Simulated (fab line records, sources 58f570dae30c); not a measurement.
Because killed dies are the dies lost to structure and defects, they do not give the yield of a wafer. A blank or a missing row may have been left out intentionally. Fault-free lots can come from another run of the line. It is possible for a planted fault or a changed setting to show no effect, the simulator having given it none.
Struck lot and sound lot, side by side ; flow berkeleyCmos170 ; 14 out of 331 route steps
Sound: these wafers, L387.4, L387.5, L387.6. The struck wafers were L389.3, L389.4, L389.6. The cause is named last.
Per side, at each step with rows, come the tool, then ch with its chambers, and then its first start. Under that, the readings that differ: sound wafers ; struck wafers ; difference of the means ; sigmas: that difference in standard deviations of wafers without a fault.
alike: readings whose means differ by less than 2 such deviations, and words and numbers that are the same on both sides. not compared: withheld readings, readings that some wafer has no value for, bounds like >300 that may hide the same value, and numbers for which the record gives no deviation and whose values overlap.
The two part at a step that has a row with sigmas, a row that says differs or no value, or rows on one side only. Non-overlapping numbers with no deviation appear without sigmas and do not part them. A reading that every wafer of one side lacks parts them only if that side has two wafers or more.

UCB170_M2_RS_MEAS_02: a four-point-probe measurement.
  sound: filmMetro-04 at day 7 10:20; struck: filmMetro-02 at day 8 09:06
  alike: M2_AL_RS
UCB170_M2_THK_MEAS_03: measures by xrf.
  sound: filmMetro-04 at day 7 10:26; struck: filmMetro-02 at day 8 09:12
  alike: M2_AL_THK
then, 3 steps without rows for these wafers: UCB170_M2_HMDS_04 (prime time 60 s); UCB170_M2_COAT_05 (resist thk 900 nm); UCB170_M2_SOFTBAKE_06 (time 60 s).
UCB170_M2_STRIP_07: strips in O2.
  sound on plasmaAsher-04 ch 0,1, day 7 10:56; struck on plasmaAsher-03 ch 0,1, day 8 10:19
  alike: drypumpMotorCurrentA, oesProductAu, stripTimeToEndpointS
  not compared: rfHoursCounterH
then, 6 steps without rows for these wafers: UCB170_M2_STRIP_08 (strips KrF in DMSO, time 600 s); UCB170_M2_COAT_09; UCB170_M2_COAT_10 (resist thk 900 nm); UCB170_M2_SOFTBAKE_11 (time 60 s); UCB170_M2_EXPOSE_12 (exposes mask METAL2, target cd 700 nm); UCB170_M2_PEB_13.
UCB170_M2_DEVELOP_14: develop time 45 s.
  struck on lithoTrack-04, day 8 12:00; sound on lithoTrack-03 ch 0, day 7 12:00
  no value came back on the struck wafers for chillPlateTempC (C), developTimeS (s); on the sound wafers chillPlateTempC (C) reads 23.14 22.97 22.88
reading;sound;struck;difference;sigmas
model.KrF_of_M2_COAT_10.thkNm (nm);886.3 887.3 888.5;902.9 901.4 904.6;+15.6;
UCB170_M2_CD_MEAS_15: the cd target is 700 nm.
  sound: cdSem-02 at day 7 12:40; struck: cdSem-02 at day 8 12:22
reading;sound;struck;difference;sigmas
cdNm (nm);698.1 698.5 699.9;- - -;no value on the struck wafers;

## WHERE THEY PART
Earliest at UCB170_M2_DEVELOP_14; latest, in this record, at UCB170_M2_CD_MEAS_15.

WHY: whatever the simulator had introduced
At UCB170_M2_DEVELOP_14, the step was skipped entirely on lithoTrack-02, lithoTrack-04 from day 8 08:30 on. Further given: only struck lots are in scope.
